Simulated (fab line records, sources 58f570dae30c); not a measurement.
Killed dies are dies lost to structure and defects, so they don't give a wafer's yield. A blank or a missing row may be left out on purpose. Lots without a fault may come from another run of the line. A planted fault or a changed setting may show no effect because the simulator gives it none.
A struck lot beside a sound one | flow berkeley_cmos170 | 17 steps out of a route of 331
Sound: wafers L871.2, L871.3, L871.5. Struck: wafers L887.1, L887.4, L887.5. The cause comes at the end.
At each step with rows: each side's tool, then ch and its chambers, then its first start. Under that, the readings that differ: sound wafers | struck wafers | difference of the means | sigmas: that difference in standard deviations of wafers without a fault.
alike: readings whose means differ by less than 2 such deviations, and words and numbers that are the same on both sides. not compared: withheld readings, readings that some wafer has no value for, bounds like >300 that may hide the same value, and numbers for which the record gives no deviation and whose values overlap.
The two part at a step that has a row with sigmas, a row that says differs or no value, or rows on one side only. Numbers that don't overlap but have no deviation are shown without sigmas and don't part them. A reading that every wafer of one side lacks parts them only if that side has two wafers or more.

first, 3 steps without rows for these wafers: UCB170_ACTIVE_EXPOSE_10 (exposes mask ACTIVE, target cd 1200 nm); UCB170_ACTIVE_PEB_11; UCB170_ACTIVE_DEVELOP_12 (develop time 45 s).
UCB170_ACTIVE_CD_MEAS_13: target cd 1200 nm.
  sound on cd_sem-02, day 5 16:14; struck on cd_sem-02, day 8 22:50
  alike: cd_nm
UCB170_ACTIVE_OVL_MEAS_14:
  sound on overlay-01, day 5 16:20; struck on overlay-01, day 8 22:58
  alike: ACTIVE_OVL
UCB170_ACTIVE_ETCH_15: etches Si3N4 in CH3F/Ar/O2, stops on SiO2, target depth 242 nm, time 155.6 s.
  sound on rie_diel-02 ch 1,2, day 5 16:22; struck on rie_diel-04 ch 1,3, day 8 23:00
  alike: drypump_motor_current_A, oes_product_au, throttle_valve_pct
  not compared: rf_hours_counter_h
UCB170_ACTIVE_STRIP_16: strips in O2.
  sound on plasma_asher-02 ch 0,1, day 5 16:28; struck on plasma_asher-02 ch 0,1, day 8 23:06
  alike: drypump_motor_current_A, oes_product_au, strip_time_to_endpoint_s
  not compared: rf_hours_counter_h
UCB170_ACTIVE_CD_MEAS_90: target cd 1200 nm.
  sound on cd_sem-01, day 5 16:35; struck on cd_sem-02, day 8 23:12
  alike: cd_nm
then, 4 steps without rows for these wafers: UCB170_ACTIVE_CLEAN_17 (cleans in SPM, time 600 s); UCB170_PFIELD_HMDS_00 (prime time 60 s); UCB170_PFIELD_COAT_01 (resist thk 900 nm); UCB170_PFIELD_SOFTBAKE_02 (time 60 s).
UCB170_PFIELD_EXPOSE_03: exposes mask PFIELD, target cd 1500 nm.
  sound on krf_scanner-02 ch 0, day 5 17:42; struck on krf_scanner-01 ch 0, day 9 02:19
  reading                        | sound             | struck            | difference | sigmas
  model.PFIELD.overlay_x_nm (nm) | 11.17 11.17 11.17 | 264.6 264.6 264.6 | +253.4     |
  alike: mask
then, 2 steps without rows for these wafers: UCB170_PFIELD_PEB_04; UCB170_PFIELD_DEVELOP_05 (develop time 45 s).
UCB170_PFIELD_OVL_MEAS_06:
  sound on overlay-02, day 5 18:30; struck on overlay-01, day 9 03:27
  reading         | sound | struck      | difference | sigmas
  PFIELD_OVL (nm) | 5 9 2 | 263 266 263 | +259       | +45
  not compared: hold
UCB170_M3_PROBE_99:
  the record has rows for the sound wafers here (prober-02, day 9 09:41) and none for the struck ones

WHERE THEY PART
First at UCB170_PFIELD_OVL_MEAS_06; last, within this record, at UCB170_M3_PROBE_99.

WHY: what the simulator had put in
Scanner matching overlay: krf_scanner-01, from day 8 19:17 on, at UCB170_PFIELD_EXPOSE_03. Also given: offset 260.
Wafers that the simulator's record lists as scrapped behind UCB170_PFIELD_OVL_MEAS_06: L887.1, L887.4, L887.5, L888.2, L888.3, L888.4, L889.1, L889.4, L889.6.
